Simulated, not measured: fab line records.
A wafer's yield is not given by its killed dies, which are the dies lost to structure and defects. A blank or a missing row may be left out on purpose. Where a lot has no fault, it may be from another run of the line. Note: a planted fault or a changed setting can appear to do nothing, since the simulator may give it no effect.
A lot that was struck, set against a sound lot / flow berkeley_cmos170 / 31 out of 331 route steps
Sound: the wafers L173.1, L173.4, L173.5. Wafers struck: L183.2, L183.4, L183.6. The cause is named last.
Order at every step that has rows: each side's tool, ch and its chambers, its first start. Under that, the readings that differ: sound wafers / struck wafers / difference of the means / sigmas: that difference in standard deviations of wafers without a fault.
alike: a reading whose means differ by less than 2 such deviations, as well as words and numbers matching on both sides. not compared: withheld readings; readings where some wafer has no value; bounds like >300 that might hide an equal value; numbers whose values overlap and for which the record gives no deviation.
Wherever a step has rows on one side only, a row that says differs or no value, or a row with sigmas, the two part there. Non-overlapping numbers with no deviation appear without sigmas and do not part them. A reading that every wafer of one side lacks parts them only if that side has two wafers or more.

first, 6 steps without rows for these wafers: UCB170_V1_HMDS_06 (prime time 60 s); UCB170_V1_COAT_07 (resist thk 900 nm); UCB170_V1_SOFTBAKE_08 (time 60 s); UCB170_V1_EXPOSE_09 (exposes mask VIA1, target cd 700 nm); UCB170_V1_PEB_10; UCB170_V1_DEVELOP_11 (develop time 45 s).
UCB170_V1_CD_MEAS_12: target cd 700 nm.
  sound on cd_sem-01 at day 7 19:02; struck on cd_sem-01 at day 9 23:02
reading=cd_nm (nm); sound=701.3 702.7 701.3; struck=698.9 699.1 699.3; difference=-2.7; sigmas=-2
UCB170_V1_OVL_MEAS_13:
  sound on overlay-01 at day 7 19:10; struck on overlay-01 at day 9 23:09
  alike: V1_OVL
UCB170_V1_ETCH_14: etches SiO2 in CHF3/CF4/Ar, stops on Al, target depth 1250 nm, time 291 s.
  sound on rie_diel-03 ch 1,3, day 7 19:11; struck on rie_diel-03 ch 1,2,3, day 9 23:11
  alike: drypump_motor_current_A, oes_product_au, throttle_valve_pct
  not compared: rf_hours_counter_h
UCB170_V1_STRIP_15: strips in O2.
  sound on plasma_asher-02 ch 0,1, day 7 19:22; struck on plasma_asher-02 ch 1, day 9 23:22
  alike: drypump_motor_current_A, oes_product_au, strip_time_to_endpoint_s
  not compared: rf_hours_counter_h
UCB170_V1_CD_MEAS_90: target cd 700 nm.
  sound on cd_sem-02 at day 7 19:28; struck on cd_sem-02 at day 9 23:29
reading=cd_nm (nm); sound=701.1 702.6 701.3; struck=699.1 699.2 698.6; difference=-2.7; sigmas=-2
then, 1 step without rows for these wafers: UCB170_M2_PRE_CLEAN_00 (preclean etch time 60 s).
UCB170_M2_SPUTTER_01: material Al, target thk 900 nm, time 120 s.
  sound on pvd_sputter-02 at day 7 19:40; struck on pvd_sputter-02 at day 9 23:53
  alike: throttle_valve_pct
UCB170_M2_RS_MEAS_02: the measuring method here is four-point-probe.
  sound on film_metro-02 at day 7 19:44; struck on film_metro-03 at day 10 00:00
reading=M2_AL_RS (ohm/sq); sound=0.0322 0.0317 0.0319; struck=0.0158 0.0160 0.0159; difference=-0.0160; sigmas=-50
UCB170_M2_THK_MEAS_03: measures by xrf.
  sound on film_metro-02 at day 7 19:52; struck on film_metro-03 at day 10 00:07
reading=M2_AL_THK (nm); sound=915 921 919; struck=1848 1828 1848; difference=+923; sigmas=+84
then, 3 steps without rows for these wafers: UCB170_M2_HMDS_04 (prime time 60 s); UCB170_M2_COAT_05 (resist thk 900 nm); UCB170_M2_SOFTBAKE_06 (time 60 s).
UCB170_M2_STRIP_07: strips in O2.
  sound on plasma_asher-03 ch 1, day 7 20:22; struck on plasma_asher-02 ch 0, day 10 00:47
  alike: drypump_motor_current_A, oes_product_au, strip_time_to_endpoint_s
  not compared: rf_hours_counter_h
then, 7 steps without rows for these wafers: UCB170_M2_STRIP_08 (strips KrF in DMSO, time 600 s); UCB170_M2_COAT_09; UCB170_M2_COAT_10 (resist thk 900 nm); UCB170_M2_SOFTBAKE_11 (time 60 s); UCB170_M2_EXPOSE_12 (exposes mask METAL2, target cd 700 nm); UCB170_M2_PEB_13; UCB170_M2_DEVELOP_14 (develop time 45 s).
UCB170_M2_CD_MEAS_15: target cd 700 nm.
  sound on cd_sem-01 at day 7 23:53; struck on cd_sem-02 at day 10 01:56
  alike: cd_nm
UCB170_M2_OVL_MEAS_16:
  sound on overlay-01 at day 8 00:00; struck on overlay-01 at day 10 02:02
  alike: M2_OVL
UCB170_M2_ETCH_17: etches BARC in N2/H2.
  sound on rie_diel-01 ch 1,2,3, day 8 00:02; struck on rie_diel-02 ch 1,3, day 10 02:04
  alike: drypump_motor_current_A, oes_product_au, throttle_valve_pct
UCB170_M2_METAL_ETCH_18: etches Al in Cl2/BCl3, stops on SiO2, target depth 1170 nm, time 195 s.
  sound on rie_metal-04 ch 0,1, day 8 00:05; struck on rie_metal-01 ch 0,1, day 10 02:07
reading=oes_product_au (a.u.); sound=0.822 0.852 0.844; struck=0.971 0.979 0.985; difference=+0.139; sigmas=+13
reading=model.etch.depth_nm (nm); sound=897.6 910.1 906.1; struck=1147 1154 1180; difference=+256; sigmas=
reading=model.M2.feature_depth_nm (nm); sound=953.2 965.6 961.8; struck=1147 1154 1180; difference=+200; sigmas=
  alike: drypump_motor_current_A, mfc_cl2_sccm, throttle_valve_pct
  not compared: rf_hours_counter_h
UCB170_M2_STRIP_19: strips in O2.
  sound on plasma_asher-04 ch 1, day 8 00:16; struck on plasma_asher-02 ch 0,1, day 10 02:18
reading=drypump_motor_current_A (A); sound=5.17 5.18 5.17; struck=5.68 5.91 5.92; difference=+0.66; sigmas=+2
  alike: oes_product_au
  not compared: rf_hours_counter_h

## WHERE THEY PART
Last at UCB170_M2_STRIP_19 as far as this record goes, first at UCB170_V1_CD_MEAS_12.

WHY: whatever the simulator had introduced
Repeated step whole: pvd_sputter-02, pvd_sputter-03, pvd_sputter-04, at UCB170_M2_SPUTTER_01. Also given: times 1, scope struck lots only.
